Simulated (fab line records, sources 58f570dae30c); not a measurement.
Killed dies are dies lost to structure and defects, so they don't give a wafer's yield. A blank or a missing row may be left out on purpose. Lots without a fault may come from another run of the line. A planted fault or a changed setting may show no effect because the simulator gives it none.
fab line records | flow berkeley_cmos170
record lots=5 wafers=23
route steps=331 shown CONTACT@233 V1@256 V2@302 M3@319
start_h: hours from the record's first day to the start of the lot's first wafer shown | wait_h: hours since the lot's step before | " the same as in the row above | L1.1+2: a row that stands for several wafers | - no value, or no start given | * or withheld: withheld | < > ~ a bound
route shown NAME@n: a module of which the file shows steps, and the number in the route of the first | usual: mean/standard deviation of fault-free wafers | same: alike in all rows | chamber/n: place in a boat | sites: the reading at each site | _std_site: their standard deviation | _edge_site: outer sites' mean less inner sites' | radius_mm: how far each site lies from the wafer's centre | mask NAME#n: copy n | behind: the tool/chamber that last shaped the wafer | hold: why the lot was held/for how many hours/how that ended | device: the transistor (n, p or np) that didn't switch | end of line: the same wafers' tests at the end of the route | a step without rows: its recipe alone | killed: dies lost to structure and defects at the first sort, not the wafer's yield | map: a wafer's dies, x killed, . not, _ none there
set.NAME: the setting as run; set.NAME@STEP: as run at that earlier step | model.NAME: the simulator's own value behind a step, which no gauge read
lots whose settings were changed on purpose; a table a step, a row a wafer
## steps
# step UCB170_CONTACT_ETCH_17
# recipe chemistry=N2/H2 target_depth_a=withheld overetch_a=withheld target=BARC time_s=withheld source_w=500 bias_w=100 pressure_mtorr=30 n2_flow_sccm=100 h2_flow_sccm=200
# columns lot.wafer tool chamber start_h wait_h set.pressure_mtorr set.dose_mj@CONTACT_EXPOSE_12 model.CONTACT.cd_nm
L075.1+4 rie_diel-02 1,0 144.17 0.0 26 35 699.7
L075.2 " 2 " " 26 35 699.4
L075.3 " 3 " " 26 35 699.2
L075.5 " 1 " " 26 35 699.8
L078.3 rie_diel-04 2 154.57 0.0 30 35 699.4
L078.4 " 1 " " 30 35 698.9
L078.5 " 2 " " 30 35 698.8
L080.1 rie_diel-02 2 174.33 0.0 32.65 35 699.8
L080.2 " 3 " " 32.65 35 697.8
L080.3 " 1 " " 32.65 35 698.9
L080.4 " 0 " " 32.65 35 700.4
L080.6 " 2 " " 32.65 35 698
L082.1 rie_diel-01 3 176.09 0.0 27.73 35 703.2
L082.2 " 2 " " 27.73 36.3 709.1
L082.3 " 1 " " 27.73 36.3 708.6
L082.4 " 2 " " 27.73 35 701.8
L082.6 " 3 " " 27.73 36.3 707.1
L084.1 rie_diel-04 2 195.25 0.0 33.33 35 697.8
L084.2 " 3 " " 33.33 35 700.1
L084.3 " 1 " " 33.33 37.34 709.8
L084.5 " 3 " " 33.33 37.34 709.7
L084.6 " 2 " " 33.33 35 698.5
# step UCB170_CONTACT_ETCH_18
# recipe chemistry=CHF3/CF4/Ar target=PSG stop_on=TiSi2 CHF3_flow_sccm=45 cf4_flow_sccm=15 Ar_flow_sccm=150 pressure_mtorr=200 rf_w=700 target_depth_a=8400 over_etch_frac=0.2 time_s=195
# step UCB170_CONTACT_STRIP_19
# recipe chemistry=O2 power_w=400 pressure_mtorr=3500 platen_temp_c=withheld o2_flow_sccm=400 overash_fraction=0.5
# step UCB170_CONTACT_CD_MEAS_90
# recipe target_cd_nm=700
# usual cd_nm=699.9/1.7
# columns lot.wafer tool chamber start_h wait_h set.dose_mj@CONTACT_EXPOSE_12 cd_nm
L075.1 cd_sem-02 - 144.44 0.1 35 700.1
L075.2 " - " " 35 699.5
L075.3 " - " " 35 698.8
L075.4 " - " " 35 700.7
L075.5 " - " " 35 700.2
L078.3 cd_sem-02 - 155.16 0.3 35 699.8
L078.4 " - " " 35 698.5
L078.5 " - " " 35 699.1
L080.1 cd_sem-01 - 174.60 0.1 35 699.9
L080.2 " - " " 35 698.0
L080.3 " - " " 35 699.6
L080.4 " - " " 35 700.6
L080.6 " - " " 35 698.2
L082.1 cd_sem-02 - 176.35 0.1 35 703.2
L082.2 " - " " 36.3 709.3
L082.3 " - " " 36.3 708.9
L082.4 " - " " 35 702.4
L082.6 " - " " 36.3 707.1
L084.1 cd_sem-02 - 195.51 0.1 35 698.2
L084.2 " - " " 35 700.1
L084.3 " - " " 37.34 709.7
L084.5 " - " " 37.34 710.3
L084.6 " - " " 35 698.5
# step UCB170_V1_CMP_02
# recipe material=SiO2 down_force_psi=6 platen_rpm=60 pad_velocity_m_s=0.75398
# columns lot.wafer tool chamber start_h wait_h set.leave_above_ref_nm model.SiO2_of_V1_CVD_00.thk_nm
L075.1+4+2+3 cmp-02 2,3,0,1 152.05 0.1 1000 1001
L075.5 " 2 " " 1000 1002
L078.4 cmp-01 0 161.26 0.1 1000 1001
L078.3 " 1 " " 1000 999.7
L078.5 " 3 " " 1000 1000
L080.3 cmp-01 1 179.74 0.0 947.7 948
L080.1 " 2 " " 1000 999.7
L080.2 " 3 " " 947.7 949.6
L080.4 " 0 " " 1000 1001
L080.6 " 2 " " 947.7 948.8
L082.1 cmp-02 3 183.02 0.1 1050 1051
L082.3 " 0 " " 1050 1052
L082.2+6 " 1,3 " " 1000 999.8
L082.4 " 2 " " 1000 999.9
L084.1 cmp-01 3 206.75 0.1 1000 1000
L084.2 " 0 " " 951.9 951.9
L084.3 " 1 " " 951.9 951.7
L084.5 " 2 " " 1000 999.4
L084.6 " 3 " " 1000 1001
# step UCB170_V1_THK_MEAS_04
# recipe reads=SiO2_of_V1_CVD_00
# usual V1_POLISHED_THK=1000.5/0.86
# columns lot.wafer tool chamber start_h wait_h set.leave_above_ref_nm@V1_CMP_02 V1_POLISHED_THK[nm]
L075.1 film_metro-02 - 152.47 0.1 1000 1001.5
L075.2 " - " " 1000 1001.1
L075.3 " - " " 1000 1000.0
L075.4 " - " " 1000 1000.5
L075.5 " - " " 1000 1002.9
L078.3 film_metro-02 - 161.60 0.1 1000 1000.4
L078.4 " - " " 1000 1000.0
L078.5 " - " " 1000 1000.3
L080.1 film_metro-01 - 180.16 0.1 1000 1000.0
L080.2 " - " " 947.7 949.6
L080.3 " - " " 947.7 948.1
L080.4 " - " " 1000 1001.1
L080.6 " - " " 947.7 948.9
L082.1 film_metro-03 - 183.44 0.1 1050 1051.3
L082.2 " - " " 1000 999.5
L082.3 " - " " 1050 1051.1
L082.4 " - " " 1000 999.8
L082.6 " - " " 1000 1000.1
L084.1 film_metro-03 - 207.12 0.1 1000 999.6
L084.2 " - " " 951.9 951.5
L084.3 " - " " 951.9 951.7
L084.5 " - " " 1000 999.2
L084.6 " - " " 1000 1000.9
# step UCB170_V2_PEB_10
# recipe peb_temp_c=130 peb_time_s=withheld resist=KrF
# columns lot.wafer tool chamber start_h wait_h set.peb_temp_c
L075.1+5 litho_track-04 0 160.60 0.1 130
L075.2+3+4 " 0 " " 129
L078.3+4+5 litho_track-04 0 169.34 0.3 130
L080.1+2+4 litho_track-01 0 189.20 0.1 131.6
L080.3+6 " 0 " " 130
L082.1+2+3 litho_track-03 0 190.65 0.1 130
L082.4+6 " 0 " " 133.7
L084.1+2 litho_track-03 0 213.55 0.1 130
L084.3+5+6 " 0 " " 128.3
# step UCB170_V2_DEVELOP_11
# recipe developer=TMAH develop_time_s=45 resist=KrF dev_temp_c=21
# step UCB170_V2_CD_MEAS_12
# recipe target_cd_nm=700
# usual cd_nm=699.9/0.97
# columns lot.wafer tool chamber start_h wait_h set.peb_temp_c@V2_PEB_10 cd_nm
L075.1 cd_sem-02 - 160.87 - 130 700.7
L075.2 " - " " 129 693.1
L075.3 " - " " 129 693.1
L075.4 " - " " 129 693.5
L075.5 " - " " 130 700.8
L078.3 cd_sem-01 - 169.61 - 130 699.7
L078.4 " - " " 130 697.7
L078.5 " - " " 130 697.7
L080.1 cd_sem-02 - 189.48 - 131.6 711.5
L080.2 " - " " 131.6 708.7
L080.3 " - " " 130 700.1
L080.4 " - " " 131.6 709.4
L080.6 " - " " 130 700.6
L082.1 cd_sem-01 - 190.92 - 130 699.6
L082.2 " - " " 130 699.3
L082.3 " - " " 130 698.9
L082.4 " - " " 133.7 719.4
L082.6 " - " " 133.7 719.9
L084.1 cd_sem-02 - 213.82 - 130 700.4
L084.2 " - " " 130 698.2
L084.3 " - " " 128.3 688.0
L084.5 " - " " 128.3 688.1
L084.6 " - " " 128.3 686.9
# step UCB170_V2_ETCH_14
# recipe chemistry=CHF3/CF4/Ar target=SiO2 stop_on=Al CHF3_flow_sccm=45 cf4_flow_sccm=15 Ar_flow_sccm=150 pressure_mtorr=200 rf_w=700 target_depth_a=12500 over_etch_frac=0.25 time_s=291
# columns lot.wafer tool chamber start_h wait_h set.rf_w set.peb_temp_c@V2_PEB_10 model.KrF_of_V2_COAT_07.thk_nm model.V2.cd_nm
L075.1 rie_diel-01 1 161.03 0.0 700 130 612.1 700.2
L075.2 " 0 " " 663.1 129 615 692.3
L075.3 " 2 " " 700 129 609.3 693.4
L075.4 " 3 " " 663.1 129 616.8 692.8
L075.5 " 2 " " 700 130 606.7 701.1
L078.3 rie_diel-01 0 169.72 0.0 700 130 606.5 700.3
L078.4 " 2 " " 700 130 609.9 698.8
L078.5 " 0 " " 700 130 609.7 698.5
L080.1 rie_diel-04 0 189.63 0.0 779.8 131.6 592.2 713.4
L080.2 " 3 " " 779.8 131.6 590.7 710.7
L080.3 " 1 " " 700 130 607.5 700.1
L080.4 " 2 " " 700 131.6 606.9 708.5
L080.6 " 2 " " 700 130 608.1 700.4
L082.1 rie_diel-02 1 191.08 0.0 700 130 604.3 700
L082.2 " 3 " " 700 130 609.5 699.7
L082.3 " 0 " " 700 130 604.1 699.3
L082.4 " 2 " " 700 133.7 607.2 719.3
L082.6 " 3 " " 700 133.7 610.7 719.9
L084.1 rie_diel-01 2 213.98 0.0 762.9 130 595.5 701.8
L084.2 " 0 " " 700 130 615.3 699.5
L084.3 " 1 " " 762.9 128.3 598.5 689.4
L084.5 " 2 " " 762.9 128.3 592.4 689.6
L084.6 " 1 " " 700 128.3 613.2 686.6
# step UCB170_V2_STRIP_15
# recipe chemistry=O2 power_w=400 pressure_mtorr=3500 platen_temp_c=withheld o2_flow_sccm=400 overash_fraction=0.5
# usual strip_time_to_endpoint_s=15.33/0.11
# columns lot.wafer tool chamber start_h wait_h set.rf_w@V2_ETCH_14 strip_time_to_endpoint_s
L075.1 plasma_asher-02 1 161.21 0.1 700 15.36
L075.2 " 0 " " 663.1 15.43
L075.3 " 1 " " 700 15.28
L075.4 " 0 " " 663.1 15.48
L075.5 " 0 " " 700 15.25
L078.3 plasma_asher-03 1 169.93 0.1 700 15.22
L078.4 " 0 " " 700 15.29
L078.5 " 0 " " 700 15.30
L080.1 plasma_asher-03 1 189.81 0.1 779.8 14.88
L080.2 " 0 " " 779.8 14.86
L080.3 " 0 " " 700 15.24
L080.4 " 1 " " 700 15.24
L080.6 " 1 " " 700 15.26
L082.1 plasma_asher-01 1 191.26 0.1 700 15.16
L082.2 " 0 " " 700 15.30
L082.3 " 0 " " 700 15.17
L082.4 " 1 " " 700 15.26
L082.6 " 0 " " 700 15.32
L084.1 plasma_asher-02 1 214.16 0.1 762.9 14.95
L084.2 " 0 " " 700 15.43
L084.3 " 1 " " 762.9 15.05
L084.5 " 1 " " 762.9 14.89
L084.6 " 0 " " 700 15.40
# step UCB170_V2_CD_MEAS_90
# recipe target_cd_nm=700
# usual cd_nm=700.1/0.91
# columns lot.wafer tool chamber start_h wait_h set.peb_temp_c@V2_PEB_10 cd_nm
L075.1 cd_sem-01 - 161.31 0.1 130 700.4
L075.2 " - " " 129 692.2
L075.3 " - " " 129 693.7
L075.4 " - " " 129 692.7
L075.5 " - " " 130 701.3
L078.3 cd_sem-01 - 170.04 0.1 130 700.4
L078.4 " - " " 130 699.0
L078.5 " - " " 130 698.6
L080.1 cd_sem-01 - 189.91 0.1 131.6 713.5
L080.2 " - " " 131.6 710.9
L080.3 " - " " 130 700.5
L080.4 " - " " 131.6 708.5
L080.6 " - " " 130 700.5
L082.1 cd_sem-02 - 191.43 0.1 130 699.6
L082.2 " - " " 130 699.9
L082.3 " - " " 130 699.0
L082.4 " - " " 133.7 719.4
L082.6 " - " " 133.7 720.2
L084.1 cd_sem-01 - 214.26 0.1 130 702.0
L084.2 " - " " 130 699.4
L084.3 " - " " 128.3 689.7
L084.5 " - " " 128.3 689.8
L084.6 " - " " 128.3 686.3
# step UCB170_M3_COAT_10
# recipe resist=KrF spin_rpm=1500 resist_thk_nm=900
# columns lot.wafer tool chamber start_h wait_h set.resist_thk_nm model.KrF_of_M3_COAT_10.thk_nm
L075.1 litho_track-02 0 - - 900 903.1
L075.2 " 0 " " 900 905
L075.3 " 0 " " 900 904.8
L075.4 " 0 " " 933.8 935.9
L075.5 " 0 " " 933.8 937.7
L078.3 litho_track-04 0 - - 900 898.2
L078.4 " 0 " " 900 895.3
L078.5 " 0 " " 900 895.5
L080.1 litho_track-03 0 - - 900 905
L080.2 " 0 " " 900 905.3
L080.3 " 0 " " 900 906.4
L080.4 " 0 " " 900 908.7
L080.6 " 0 " " 900 908
L082.1 litho_track-03 0 - - 900 903.2
L082.2+4 " 0 " " 850.5 855.2
L082.3 " 0 " " 900 904.8
L082.6 " 0 " " 850.5 854.9
L084.1 litho_track-02 0 - - 900 903.9
L084.2 " 0 " " 870.6 874.3
L084.3 " 0 " " 900 900.1
L084.5 " 0 " " 870.6 871.3
L084.6 " 0 " " 870.6 873.1
## key
split step=UCB170_CONTACT_ETCH_17 setting=pressure_mtorr stated=30 by=lot
response none clear
split step=UCB170_V1_CMP_02 setting=leave_above_ref_nm stated=1000 by=wafer
response step=UCB170_V1_CMP_02 reading=model.SiO2_of_V1_CVD_00.thk_nm change=+10.1 per=1% r=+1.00
response step=UCB170_V1_THK_MEAS_04 reading=V1_POLISHED_THK change=+10.1 per=1% r=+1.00
split step=UCB170_V2_PEB_10 setting=peb_temp_c stated=130 by=wafer
response step=UCB170_V2_CD_MEAS_12 reading=cd_nm change=+7.61 per=1% r=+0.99
response step=UCB170_V2_ETCH_14 reading=model.V2.cd_nm change=+7.7 per=1% r=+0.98
response step=UCB170_V2_CD_MEAS_90 reading=cd_nm change=+7.77 per=1% r=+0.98
split step=UCB170_V2_ETCH_14 setting=rf_w stated=700 by=wafer
response step=UCB170_V2_ETCH_14 reading=model.KrF_of_V2_COAT_07.thk_nm change=-1.62 per=1% r=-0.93
response step=UCB170_V2_STRIP_15 reading=strip_time_to_endpoint_s change=* per=1% r=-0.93
split step=UCB170_M3_COAT_10 setting=resist_thk_nm stated=900 by=wafer
response step=UCB170_M3_COAT_10 reading=model.KrF_of_M3_COAT_10.thk_nm change=+8.84 per=1% r=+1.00
split outside_this_file step=UCB170_CONTACT_EXPOSE_12 setting=dose_mj
# split outside_this_file: this setting was split too, and the file shows its column; the key of that split is in another file
